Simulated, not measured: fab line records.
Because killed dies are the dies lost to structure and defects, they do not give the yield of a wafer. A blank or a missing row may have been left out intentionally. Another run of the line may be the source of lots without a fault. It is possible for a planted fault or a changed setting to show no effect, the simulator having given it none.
fab line records + flow rit-cmos + part 2 of 2: steps 30 to 40 of 40
record:
- lots: 5
- wafers: 15
- last-day: 7
route steps=202 shown NLDD@111 PLDD@114 SPACER@125 NSD@131 PSD@142
lots with no fault: from the same line, run without faults
start-h: the number of hours between the record's first day and the start of the first shown wafer of the lot + wait-h: hours elapsed since this lot's preceding step + " as in the row above + L1.1+2: one row covering several wafers at once + - no value, or no start was given + * or withheld: withheld + < > ~ a bound
route shown NAME@n: names a module that has steps shown in the file, with the first one's number in the route + usual: mean/standard deviation taken from wafers without a fault + same: alike in all rows + chamber/n: place in a boat + sites: per-site readings + _std_site: standard deviation of those values + _edge_site: the outer-site mean with the inner-site mean subtracted + radius-mm: for every site, how far away it sits from the centre of the wafer + mask NAME#n: copy n + behind: tool/chamber where the wafer was last shaped + hold: why the lot went on hold/how many hours it stayed there/how the hold came to an end + device: the transistor (n, p or np) that didn't switch + end of line: the same wafers' tests at the end of the route + for a step that has no rows: nothing shown but its recipe + killed: dies that structure and defects cost at the first sort, which is not the same as the wafer's yield + map: the dies of a wafer, with x for killed, . for not killed, _ for no die there
set.NAME: the setting as run; set.NAME@STEP: as run at that earlier step + model.NAME: the simulator's own value behind a step, which no gauge read
lots seen at some steps along the route; tables by step, rows by wafer
services: from which hour (start-h, from the record's first day; less than 0 if before it) a tool's chamber was out of use, for how many hours, and why
== steps ==
step: RIT_NSD_STRIP_09
recipe:
- chemistry: O2
- time-s: 180
- resist: NOVOLAK
- platen-temp-c: withheld
- power-w: 500
- pressure-mtorr: 4000
- o2-flow-sccm: 4000
usual:
- drypump-motor-current-A: 5.8/0.62
- o2-flow-sccm: 4003/12
| lot.wafer | tool            | chamber | start-h | wait-h | drypump-motor-current-A | o2-flow-sccm | rf-hours-counter-h |
|-----------|-----------------|---------|---------|--------|-------------------------|--------------|--------------------|
| L079.1    | plasma-asher-01 | 1       | 78.67   | 0.1    | 5.9                     | 4000         | 44                 |
| L079.3    | "               | 0       | "       | "      | 6.7                     | 3998         | -                  |
| L079.6    | "               | 0       | "       | "      | 6.6                     | 4001         | -                  |
| L082.3    | plasma-asher-01 | 1       | 87.98   | 0.1    | 5.9                     | 4024         | -                  |
| L082.4    | "               | 0       | "       | "      | 6.6                     | 4027         | -                  |
| L082.6    | "               | 1       | "       | "      | 5.9                     | 4020         | -                  |
| L095.1    | plasma-asher-01 | 0       | 154.61  | 0.1    | 6.6                     | 3997         | 4                  |
| L095.2    | "               | 1       | "       | "      | 5.9                     | 3999         | 4                  |
| L095.5    | "               | 1       | "       | "      | 5.9                     | 4003         | -                  |
| L096.2    | plasma-asher-04 | 0       | 159.24  | 0.1    | 5.7                     | 4010         | 38                 |
| L096.3    | "               | 0       | "       | "      | 5.7                     | 4018         | -                  |
| L096.5    | "               | 0       | "       | "      | 5.7                     | 4013         | -                  |
| L097.3    | plasma-asher-01 | 0       | 162.77  | 0.1    | 6.7                     | 3996         | -                  |
| L097.4    | "               | 1       | "       | "      | 5.9                     | 4003         | -                  |
| L097.5    | "               | 0       | "       | "      | 6.6                     | 4001         | -                  |
step: RIT_NSD_TW_MEAS_10
usual:
- NSD_TW: 3088/16
| lot.wafer | tool          | chamber | start-h | wait-h | NSD_TW |
|-----------|---------------|---------|---------|--------|--------|
| L079.1    | film-metro-04 | -       | 78.84   | 0.1    | 3072   |
| L079.3    | "             | -       | "       | "      | 3096   |
| L079.6    | "             | -       | "       | "      | 3087   |
| L082.3    | film-metro-02 | -       | 88.12   | 0.1    | 3069   |
| L082.4    | "             | -       | "       | "      | 3086   |
| L082.6    | "             | -       | "       | "      | 3079   |
| L095.1    | film-metro-01 | -       | 154.79  | 0.1    | 3097   |
| L095.2    | "             | -       | "       | "      | 3110   |
| L095.5    | "             | -       | "       | "      | 3098   |
| L096.2    | film-metro-04 | -       | 159.42  | 0.1    | 3115   |
| L096.3    | "             | -       | "       | "      | 3130   |
| L096.5    | "             | -       | "       | "      | 3127   |
| L097.3    | film-metro-04 | -       | 162.91  | 0.1    | 3116   |
| L097.4    | "             | -       | "       | "      | 3126   |
| L097.5    | "             | -       | "       | "      | 3116   |
step: RIT_PSD_HMDS_00
recipe:
- prime-time-s: 60
- prime-temp-c: 140
usual:
- resist-line-temp-C: 23.01/0.099
| lot.wafer | tool           | chamber | start-h | wait-h | resist-line-temp-C |
|-----------|----------------|---------|---------|--------|--------------------|
| L079.1    | litho-track-04 | 0       | 78.90   | 0.1    | 22.99              |
| L079.3    | "              | 0       | "       | "      | 22.79              |
| L079.6    | "              | 0       | "       | "      | 22.93              |
| L082.3    | litho-track-04 | 0       | 88.21   | 0.1    | 22.86              |
| L082.4    | "              | 0       | "       | "      | 22.89              |
| L082.6    | "              | 0       | "       | "      | 22.81              |
| L095.1    | litho-track-03 | 0       | 154.85  | 0.1    | 23.12              |
| L095.2    | "              | 0       | "       | "      | 23.04              |
| L095.5    | "              | 0       | "       | "      | 23.12              |
| L096.2    | litho-track-03 | 0       | 159.50  | 0.1    | 23.10              |
| L096.3    | "              | 0       | "       | "      | 22.91              |
| L096.5    | "              | 0       | "       | "      | 23.02              |
| L097.3    | litho-track-04 | 0       | 163.00  | 0.1    | 23.02              |
| L097.4    | "              | 0       | "       | "      | 23.18              |
| L097.5    | "              | 0       | "       | "      | 23.05              |
step: RIT_PSD_COAT_01
recipe:
- resist: NOVOLAK
- spin-rpm: 3250
- resist-thk-nm: 1000
usual:
- resist-line-temp-C: 23.00/0.11
| lot.wafer | tool           | chamber | start-h | wait-h | resist-line-temp-C |
|-----------|----------------|---------|---------|--------|--------------------|
| L079.1    | litho-track-04 | 0       | 79.05   | 0.1    | 23.15              |
| L079.3    | "              | 0       | "       | "      | 22.95              |
| L079.6    | "              | 0       | "       | "      | 22.98              |
| L082.3    | litho-track-04 | 0       | 88.36   | 0.1    | 23.03              |
| L082.4    | "              | 0       | "       | "      | 23.06              |
| L082.6    | "              | 0       | "       | "      | 22.94              |
| L095.1    | litho-track-03 | 0       | 155.00  | 0.1    | 22.75              |
| L095.2    | "              | 0       | "       | "      | 22.94              |
| L095.5    | "              | 0       | "       | "      | 22.98              |
| L096.2    | litho-track-03 | 0       | 159.65  | 0.1    | 23.08              |
| L096.3    | "              | 0       | "       | "      | 23.18              |
| L096.5    | "              | 0       | "       | "      | 23.03              |
| L097.3    | litho-track-04 | 0       | 163.15  | 0.1    | 23.20              |
| L097.4    | "              | 0       | "       | "      | 23.10              |
| L097.5    | "              | 0       | "       | "      | 23.14              |
step: RIT_PSD_SOFTBAKE_02
recipe:
- resist: NOVOLAK
- temp-c: 90
- time-s: 60
usual:
- resist-line-temp-C: 22.99/0.12
| lot.wafer | tool           | chamber | start-h | wait-h | resist-line-temp-C |
|-----------|----------------|---------|---------|--------|--------------------|
| L079.1    | litho-track-04 | 0       | 79.20   | 0.1    | 23.04              |
| L079.3    | "              | 0       | "       | "      | 23.08              |
| L079.6    | "              | 0       | "       | "      | 23.12              |
| L082.3    | litho-track-04 | 0       | 88.51   | 0.1    | 23.18              |
| L082.4    | "              | 0       | "       | "      | 23.10              |
| L082.6    | "              | 0       | "       | "      | 23.03              |
| L095.1    | litho-track-03 | 0       | 155.15  | 0.1    | 23.12              |
| L095.2    | "              | 0       | "       | "      | 23.24              |
| L095.5    | "              | 0       | "       | "      | 23.09              |
| L096.2    | litho-track-03 | 0       | 159.80  | 0.1    | 22.80              |
| L096.3    | "              | 0       | "       | "      | 22.81              |
| L096.5    | "              | 0       | "       | "      | 22.81              |
| L097.3    | litho-track-04 | 0       | 163.30  | 0.1    | 22.90              |
| L097.4    | "              | 0       | "       | "      | 22.79              |
| L097.5    | "              | 0       | "       | "      | 22.94              |
step: RIT_PSD_EXPOSE_03
recipe:
- mask-id: M10
- na: 0.57
- target-cd-nm: 40900
- dose-mj: 250
| lot.wafer  | tool             | chamber | start-h | wait-h | mask  |
|------------|------------------|---------|---------|--------|-------|
| L079.1+3+6 | iline-stepper-01 | 0       | 79.35   | 0.1    | M10#0 |
| L082.3+4+6 | iline-stepper-02 | 0       | 88.65   | 0.1    | M10#0 |
| L095.1+2+5 | iline-stepper-01 | 0       | 155.30  | 0.1    | M10#0 |
| L096.2+3+5 | iline-stepper-01 | 0       | 159.94  | 0.1    | M10#0 |
| L097.3+4+5 | iline-stepper-02 | 0       | 163.56  | 0.2    | M10#0 |
step: RIT_PSD_PEB_04
recipe:
- resist: NOVOLAK
- temp-c: withheld
- time-s: withheld
usual:
- resist-line-temp-C: *
| lot.wafer | tool           | chamber | start-h | wait-h | resist-line-temp-C |
|-----------|----------------|---------|---------|--------|--------------------|
| L079.1    | litho-track-01 | 0       | 79.47   | 0.1    | *                  |
| L079.3    | "              | 0       | "       | "      | *                  |
| L079.6    | "              | 0       | "       | "      | *                  |
| L082.3    | litho-track-01 | 0       | 88.77   | 0.1    | *                  |
| L082.4    | "              | 0       | "       | "      | *                  |
| L082.6    | "              | 0       | "       | "      | *                  |
| L095.1    | litho-track-04 | 0       | 155.41  | 0.1    | *                  |
| L095.2    | "              | 0       | "       | "      | *                  |
| L095.5    | "              | 0       | "       | "      | *                  |
| L096.2    | litho-track-03 | 0       | 160.06  | 0.1    | *                  |
| L096.3    | "              | 0       | "       | "      | *                  |
| L096.5    | "              | 0       | "       | "      | *                  |
| L097.3    | litho-track-01 | 0       | 163.69  | 0.1    | *                  |
| L097.4    | "              | 0       | "       | "      | *                  |
| L097.5    | "              | 0       | "       | "      | *                  |
step: RIT_PSD_DEVELOP_05
recipe:
- resist: NOVOLAK
- develop-time-s: 50
- dev-temp-c: 23
usual:
- resist-line-temp-C: 23.02/0.13
| lot.wafer | tool           | chamber | start-h | wait-h | resist-line-temp-C |
|-----------|----------------|---------|---------|--------|--------------------|
| L079.1    | litho-track-01 | 0       | -       | -      | 22.73              |
| L079.3    | "              | 0       | "       | "      | 22.85              |
| L079.6    | "              | 0       | "       | "      | 22.83              |
| L082.3    | litho-track-01 | 0       | -       | -      | 23.08              |
| L082.4    | "              | 0       | "       | "      | 23.13              |
| L082.6    | "              | 0       | "       | "      | 23.01              |
| L095.1    | litho-track-04 | 0       | -       | -      | 22.98              |
| L095.2    | "              | 0       | "       | "      | 23.04              |
| L095.5    | "              | 0       | "       | "      | 22.90              |
| L096.2    | litho-track-03 | 0       | -       | -      | 23.16              |
| L096.3    | "              | 0       | "       | "      | 23.08              |
| L096.5    | "              | 0       | "       | "      | 23.09              |
| L097.3    | litho-track-01 | 0       | -       | -      | 23.02              |
| L097.4    | "              | 0       | "       | "      | 22.94              |
| L097.5    | "              | 0       | "       | "      | 23.07              |
step: RIT_PSD_OVL_MEAS_06
usual:
- PSD_OVL: 0.3/1.6
| lot.wafer | tool       | chamber | start-h | wait-h | PSD_OVL[nm] |
|-----------|------------|---------|---------|--------|-------------|
| L079.1    | overlay-02 | -       | 79.75   | -      | 0.4         |
| L079.3    | "          | -       | "       | "      | 0.7         |
| L079.6    | "          | -       | "       | "      | -0.6        |
| L082.3    | overlay-02 | -       | 89.02   | -      | 1.1         |
| L082.4    | "          | -       | "       | "      | 1.3         |
| L082.6    | "          | -       | "       | "      | 0.3         |
| L095.1    | overlay-01 | -       | 155.70  | -      | 3.6         |
| L095.2    | "          | -       | "       | "      | 0.3         |
| L095.5    | "          | -       | "       | "      | 2.5         |
| L096.2    | overlay-01 | -       | 160.33  | -      | 2.1         |
| L096.3    | "          | -       | "       | "      | 2.1         |
| L096.5    | "          | -       | "       | "      | -0.2        |
| L097.3    | overlay-02 | -       | 163.94  | -      | -1.8        |
| L097.4    | "          | -       | "       | "      | -0.2        |
| L097.5    | "          | -       | "       | "      | -0.6        |
step: RIT_PSD_HARDBAKE_07
recipe:
- resist: NOVOLAK
- temp-c: 140
- time-s: 60
usual:
- resist-line-temp-C: 23.00/0.1
| lot.wafer | tool           | chamber | start-h | wait-h | resist-line-temp-C |
|-----------|----------------|---------|---------|--------|--------------------|
| L079.1    | litho-track-04 | 0       | 79.79   | 0.0    | 22.86              |
| L079.3    | "              | 0       | "       | "      | 23.12              |
| L079.6    | "              | 0       | "       | "      | 22.99              |
| L082.3    | litho-track-01 | 0       | 89.09   | 0.1    | 23.04              |
| L082.4    | "              | 0       | "       | "      | 22.97              |
| L082.6    | "              | 0       | "       | "      | 23.07              |
| L095.1    | litho-track-04 | 0       | 155.73  | 0.0    | 22.96              |
| L095.2    | "              | 0       | "       | "      | 23.06              |
| L095.5    | "              | 0       | "       | "      | 22.97              |
| L096.2    | litho-track-01 | 0       | 160.38  | 0.0    | 22.90              |
| L096.3    | "              | 0       | "       | "      | 22.89              |
| L096.5    | "              | 0       | "       | "      | 22.89              |
| L097.3    | litho-track-03 | 0       | 164.01  | 0.1    | 22.97              |
| L097.4    | "              | 0       | "       | "      | 22.94              |
| L097.5    | "              | 0       | "       | "      | 22.97              |
step: RIT_PSD_IMPLANT_08
recipe:
- species: BF2
- energy-kev: 27.24
- dose-cm2: 5e+15
- tilt-deg: 7
| lot.wafer  | tool         | chamber | start-h | wait-h |
|------------|--------------|---------|---------|--------|
| L079.1+3+6 | implanter-01 | 0       | 79.94   | 0.1    |
| L082.3+4+6 | implanter-02 | 0       | 89.24   | 0.1    |
| L095.1+2+5 | implanter-02 | 0       | 155.88  | 0.1    |
| L096.2+3+5 | implanter-01 | 0       | 160.53  | 0.1    |
| L097.3+4+5 | implanter-03 | 0       | 164.16  | 0.1    |
== services ==
| tool             | chamber | start-h | hours | kind        |
|------------------|---------|---------|-------|-------------|
| rie-diel-04      | -       | 51.45   | 2.8   | pm          |
| lpcvd-02         | -       | 55.15   | 2.8   | pm          |
| plasma-asher-04  | -       | 56.96   | 2.5   | repair      |
| implanter-03     | -       | 57.19   | 6.4   | repair      |
| lpcvd-02         | -       | 61.59   | 0.7   | repair      |
| rie-diel-01      | 2       | 79.53   | 13.4  | repair      |
| implanter-01     | -       | 84.56   | 7.5   | pm          |
| rie-diel-01      | -       | 97.25   | 0.4   | repair      |
| rie-diel-04      | 3       | 101.56  | 2.8   | repair      |
| plasma-asher-01  | -       | 108.75  | 9.0   | pm          |
| plasma-asher-01  | 0       | 108.75  | 9.0   | vent-cycle  |
| plasma-asher-01  | 1       | 108.75  | 9.0   | vent-cycle  |
| iline-stepper-01 | 0       | 115.92  | -     | calibration |
| plasma-asher-01  | 0       | 117.75  | -     | clean       |
| plasma-asher-01  | 1       | 117.75  | -     | clean       |
| rie-diel-01      | 0       | 117.90  | -     | clean       |
| rie-diel-01      | -       | 124.09  | 14.6  | pm          |
| rie-diel-03      | 2       | 124.61  | 3.4   | repair      |
| implanter-03     | -       | 124.95  | 3.2   | pm          |
| implanter-04     | -       | 126.82  | 9.4   | repair      |
| rie-diel-03      | -       | 131.40  | 2.8   | pm          |
| rie-diel-03      | 2       | 134.94  | 1.3   | repair      |
| iline-stepper-01 | -       | 150.46  | 0.9   | repair      |
| wet-bench-01     | -       | 163.66  | 2.5   | repair      |
